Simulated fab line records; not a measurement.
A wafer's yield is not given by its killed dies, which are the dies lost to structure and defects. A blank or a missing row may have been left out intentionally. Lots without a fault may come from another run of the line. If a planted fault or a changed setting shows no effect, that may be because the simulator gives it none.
A struck lot beside a sound one || flow berkeley_cmos170 || 16 steps out of a route of 331
Sound: wafers L514.1, L514.3, L514.6. Wafers L498.1, L498.3, L498.4 were the ones struck. The cause comes at the end.
Each step with rows lists, per side, the tool, then ch with its chambers, then its first start. Under that, the readings that differ: sound wafers || struck wafers || difference of the means || sigmas: that difference in standard deviations of wafers without a fault.
alike: readings whose means differ by less than 2 such deviations, and words and numbers that are the same on both sides. not compared: withheld readings, readings that some wafer has no value for, bounds like >300 that may hide the same value, and numbers for which the record gives no deviation and whose values overlap.
The two part at a step that has a row with sigmas, a row that says differs or no value, or rows on one side only. Non-overlapping numbers with no deviation appear without sigmas and do not part them. A reading missing from all wafers of one side parts the sides only when that side holds two or more wafers.

first, 1 step without rows for these wafers: UCB170_PSD_IMPLANT_08.
UCB170_PSD_STRIP_09: strips in O2.
  sound on plasma_asher-03 ch 0, day 11 21:50; struck on plasma_asher-03 ch 0,1, day 8 10:38
  alike: drypump_motor_current_A, oes_product_au, strip_time_to_endpoint_s
  not compared: rf_hours_counter_h
UCB170_PSD_TW_MEAS_10:
  sound on film_metro-03, day 11 21:56; struck on film_metro-04, day 8 10:44
{"reading": "PSD_TW", "sound": "2300 2318 2300", "struck": "2354 2371 2371", "difference": "+59", "sigmas": "+2"}
then, 7 steps without rows for these wafers: UCB170_PSD_CLEAN_11 (cleans in SPM, time 600 s); UCB170_NSD_HMDS_00 (prime time 60 s); UCB170_NSD_COAT_01 (resist thk 900 nm); UCB170_NSD_SOFTBAKE_02 (time 60 s); UCB170_NSD_EXPOSE_03 (exposes mask NSELECT MOD, target cd 1200 nm); UCB170_NSD_PEB_04; UCB170_NSD_DEVELOP_05 (develop time 45 s).
UCB170_NSD_CD_MEAS_06: the cd target is 1200 nm.
  sound on cd_sem-02, day 11 23:19; struck on cd_sem-01, day 8 12:37
  alike: cd_nm
UCB170_NSD_OVL_MEAS_07:
  sound on overlay-01, day 11 23:26; struck on overlay-01, day 8 12:44
{"reading": "NSD_OVL (nm)", "sound": "6 1 3", "struck": "-17 -4 -3", "difference": -11, "sigmas": -2}
UCB170_NSD_IMPLANT_08:
  sound on implanter-01 ch 0, day 11 23:28; struck on implanter-02 ch 0, day 8 12:46
{"reading": "beam_energy_keV", "sound": "39.989 40.002 39.984", "struck": "39.477 39.490 39.502", "difference": -0.502, "sigmas": -39}
{"reading": "model.implant.drp_nm (nm)", "sound": "21.16 21.16 21.16", "struck": "20.93 20.93 20.93", "difference": -0.23, "sigmas": ""}
  alike: end_station_pressure_torr
UCB170_NSD_STRIP_09: strips in O2.
  sound on plasma_asher-03 ch 0, day 11 23:37; struck on plasma_asher-01 ch 0,1, day 8 12:55
{"reading": "strip_time_to_endpoint_s (s)", "sound": "35.91 35.83 35.84", "struck": "35.71 35.64 35.75", "difference": -0.16, "sigmas": -2}
  alike: drypump_motor_current_A, oes_product_au
  not compared: rf_hours_counter_h
UCB170_NSD_TW_MEAS_10:
  sound on film_metro-04, day 11 23:43; struck on film_metro-01, day 8 13:01
{"reading": "NSD_TW", "sound": "4277 4265 4259", "struck": "4118 4124 4119", "difference": -147, "sigmas": -3}
following that, these wafers have no rows for 1 step: UCB170_M3_PROBE_99.

== WHERE THEY PART ==
Earliest at UCB170_PSD_TW_MEAS_10; latest, in this record, at UCB170_NSD_TW_MEAS_10.

WHY: what had been put in by the simulator
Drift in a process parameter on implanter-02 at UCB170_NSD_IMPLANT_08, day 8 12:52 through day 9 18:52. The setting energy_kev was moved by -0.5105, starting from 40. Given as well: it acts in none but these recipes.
